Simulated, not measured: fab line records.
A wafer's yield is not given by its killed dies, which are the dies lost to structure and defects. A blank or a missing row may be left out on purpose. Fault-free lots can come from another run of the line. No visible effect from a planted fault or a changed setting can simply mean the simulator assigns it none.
Comparing a struck lot with a sound one || flow rit-cmos || 15 out of 202 route steps
Sound: these wafers, L312.1, L312.2, L312.4. The struck wafers were L318.4, L318.5, L318.6. The cause is given at the end.
For every step that has rows: the tool of each side, followed by ch and its chambers, followed by its first start. Under that, the readings that differ: sound wafers || struck wafers || difference of the means || sigmas: that difference in standard deviations of wafers without a fault.
alike: same words and numbers on both sides, and readings whose means sit less than 2 such deviations apart. not compared: any withheld reading, any reading some wafer has no value for, any bound like >300 that may hide the same value, and any number with overlapping values for which the record gives no deviation.
Wherever a step has rows on one side only, a row that says differs or no value, or a row with sigmas, the two part there. Non-overlapping numbers with no deviation appear without sigmas and do not part them. A reading that every wafer of one side lacks parts them only if that side has two wafers or more.

first, 2 steps without rows for these wafers: RIT_PWELL_PEB_04; RIT_PWELL_DEVELOP_05 (develop time 68 s).
RIT_PWELL_OVL_MEAS_06:
  sound on overlay-02, day 3 07:20; struck on overlay-01, day 4 17:16
{"reading": "PWELL_OVL (nm)", "sound": "-3.0 -2.1 -1.5", "struck": "1.4 0.3 0.1", "difference": "+2.8", "sigmas": "+2"}
then, 2 steps without rows for these wafers: RIT_PWELL_HARDBAKE_07 (time 120 s); RIT_PWELL_IMPLANT_08.
RIT_PWELL_STRIP_09: strips in O2, time 180 s.
  sound on plasma-asher-01 ch 0,1, day 3 07:47; struck on plasma-asher-01 ch 0,1, day 4 17:45
  alike: drypump-motor-current-A
  not compared: rf-hours-counter-h
RIT_PWELL_TW_MEAS_10:
  sound on film-metro-04, day 3 07:57; struck on film-metro-02, day 4 17:54
  alike: PWELL_TW
then, 1 step without rows for these wafers: RIT_WELLDRIVE_ANNEAL_00 (time 14700 s).
RIT_WELLDRIVE_RS_MEAS_01: the measuring method here is four-point-probe.
  sound on film-metro-03, day 3 14:23; struck on film-metro-04, day 4 23:36
  alike: NWELL_RS
RIT_WELLDRIVE_RS_MEAS_02: the measuring method here is four-point-probe.
  sound on film-metro-03, day 3 14:31; struck on film-metro-04, day 4 23:43
  alike: PWELL_RS
then, 2 steps without rows for these wafers: RIT_NRETRO_HMDS_00 (prime time 60 s); RIT_NRETRO_COAT_01 (resist thk 1300 nm).
RIT_NRETRO_SOFTBAKE_02: time 60 s.
  sound on litho-track-04 ch 0, day 3 14:56; struck on litho-track-04 ch 0, day 5 00:10
{"reading": "run-length-s (s)", "sound": "89.30 89.17 89.19", "struck": "94.49 94.61 94.63", "difference": "+5.36", "sigmas": "+26"}
then, 1 step without rows for these wafers: RIT_NRETRO_EXPOSE_03 (exposes mask M4, target cd 43900 nm).
RIT_M1_PROBE_99:
  sound on prober-01, day 4 22:28; struck on prober-01, day 6 08:38
{"reading": "killed-at-contacts", "sound": "2 0 0", "struck": "0 0 0", "difference": -1, "sigmas": -2}
  alike: killed_at_M0_to_M3, killed-at-front-end, killed-dies, killed-open, killed-short

== WHERE THEY PART ==
Earliest at RIT_PWELL_OVL_MEAS_06; latest, in this record, at RIT_M1_PROBE_99.

WHY: what had been put in by the simulator
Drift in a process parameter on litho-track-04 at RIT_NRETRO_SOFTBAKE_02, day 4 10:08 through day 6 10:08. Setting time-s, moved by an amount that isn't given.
